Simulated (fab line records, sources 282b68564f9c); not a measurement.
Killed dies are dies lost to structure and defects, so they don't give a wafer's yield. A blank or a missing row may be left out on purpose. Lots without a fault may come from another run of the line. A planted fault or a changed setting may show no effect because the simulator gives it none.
Which tool did it? | flow rit_cmos | 14 lots, 41 wafers sampled, at 2 steps of a route of 202

WHAT THE GAUGES READ, wafer by wafer
The record holds no reading of a measuring or inspecting step that can be judged against a usual standard deviation.

WHICH TOOL RAN EACH LOT (tool, then ch and the chambers of the sampled wafers, then the start)
lot  | RIT_M1_DEVELOP_08                | RIT_M1_PROBE_99
L467 | litho_track-03 ch 0, day 3 16:00 | -
L468 | litho_track-03 ch 0, day 3 18:00 | -
L469 | litho_track-02 ch 0, day 3 22:00 | -
L470 | litho_track-01 ch 0, day 4 06:00 | -
L471 | litho_track-03 ch 0, day 4 12:00 | -
L472 | litho_track-02 ch 0, day 4 16:00 | -
L473 | litho_track-02 ch 0, day 4 20:00 | prober-02, day 4 23:03
L474 | litho_track-02 ch 0, day 5 04:00 | prober-01, day 5 06:55
L480 | litho_track-03 ch 0, day 6 05:00 | prober-01, day 6 08:24
L481 | litho_track-01 ch 0, day 6 16:00 | prober-02, day 6 19:01
L482 | litho_track-03 ch 0, day 6 21:00 | prober-01, day 7 00:24
L483 | litho_track-01 ch 0, day 7 01:00 | -
L484 | litho_track-01 ch 0, day 7 03:00 | -
L485 | litho_track-03 ch 0, day 7 06:00 | -
- RIT_M1_DEVELOP_08: develop time 68 s.
- RIT_M1_PROBE_99

WHAT THE TOOLS THEMSELVES READ (means of the sampled wafers that have a number; where no wafer has one, the mark that the record gives instead)
RIT_M1_DEVELOP_08. Usual: developer_temp_C 22.96 C, standard deviation 0.1.
lot  | tool           | developer_temp_C (C) | flag
L467 | litho_track-03 | 22.96                |
L468 | litho_track-03 | 22.97                |
L469 | litho_track-02 | 22.98                |
L470 | litho_track-01 | 22.89                |
L471 | litho_track-03 | 23.03                |
L472 | litho_track-02 | 22.95                |
L473 | litho_track-02 | 20.52                | OFF
L474 | litho_track-02 | 20.76                | OFF
L480 | litho_track-03 | 22.98                |
L481 | litho_track-01 | 22.75                |
L482 | litho_track-03 | 22.91                |
L483 | litho_track-01 | 23.03                |
L484 | litho_track-01 | 23.01                |
L485 | litho_track-03 | 22.95                |

RIT_M1_PROBE_99. Usual: defect_limited_yield 97.4 %, standard deviation 1.2; killed_at_contacts 0.0, standard deviation 0.22; killed_at_front_end 7, standard deviation 3.3; killed_dies 7, standard deviation 3.3; killed_open 3.3, standard deviation 1.9; killed_short 3.6, standard deviation 2.1; sort_bin_3_pad_short 0.1 %, standard deviation 0.23; sort_bin_5_function 1.5 %, standard deviation 0.92; sort_bin_6_memory 1.0 %, standard deviation 0.64; sort_n_pass 257, standard deviation 3.3; sort_yield_pct 97.4 %, standard deviation 1.2.
lot  | tool      | defect_limited_yield (%) | killed_at_contacts | killed_at_front_end | killed_dies | killed_open | killed_short | sort_bin_3_pad_short (%) | sort_bin_5_function (%) | sort_bin_6_memory (%) | sort_n_pass | sort_yield_pct (%) | flag
L473 | prober-02 | 97.2                     | 0.0                | 8                   | 8           | 3.5         | 3.0          | 0.0                      | 1.9                     | 1.0                   | 256         | 97.2               |
L474 | prober-01 | 98.2                     | 0.0                | 5                   | 5           | 3.3         | 1.3          | 0.1                      | 1.3                     | 0.4                   | 259         | 98.2               |
L480 | prober-01 | 97.3                     | 0.0                | 7                   | 7           | 2.7         | 4.3          | 0.0                      | 1.2                     | 1.4                   | 257         | 97.3               |
L481 | prober-02 | 97.1                     | 0.0                | 8                   | 8           | 2.0         | 5.7          | 0.4                      | 1.3                     | 1.3                   | 256         | 97.1               |
L482 | prober-01 | 97.3                     | 0.0                | 7                   | 7           | 4.0         | 3.0          | 0.1                      | 1.1                     | 1.4                   | 257         | 97.3               |

THE ANSWER, worked out from the rows above alone
Rule: a lot is off if the mean of its wafers that have a number lies more than 3 standard deviations from the usual mean. A lot without any number at a reading at which 4 lots or more have one is off too. The other lots that the step has rows for count as sound. The gauges are gone through in route order, then the tools' own readings, and for those a lot's mean is taken as printed above. The first step at which some lot is off is used, and at that step the reading that is off furthest; a lot without a number counts as furthest.
Off: L473, L474, at RIT_M1_DEVELOP_08 (developer_temp_C).
A tool fits if, at that step or a process step before it, it ran every lot that is off, and no sound lot after the first of them. One fits: litho_track-02 at RIT_M1_DEVELOP_08. Its last sound lot is L472 (day 4 16:00), its first lot that is off L473 (day 4 20:00): a fault that began between those two fits.
The tool's own readings at RIT_M1_DEVELOP_08 bear it out: on the lots that are off they differ by more than 5 times the standard deviation of the sound lots' means. developer_temp_C reads 20.64 C there against 22.95 C on the sound lots.

WHAT THE SIMULATOR HAD PUT IN
Process parameter drift: litho_track-02, from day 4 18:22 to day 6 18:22, at RIT_M1_DEVELOP_08. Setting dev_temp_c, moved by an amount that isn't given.
Lots struck among those shown: L473, L474. The rule above found the same.
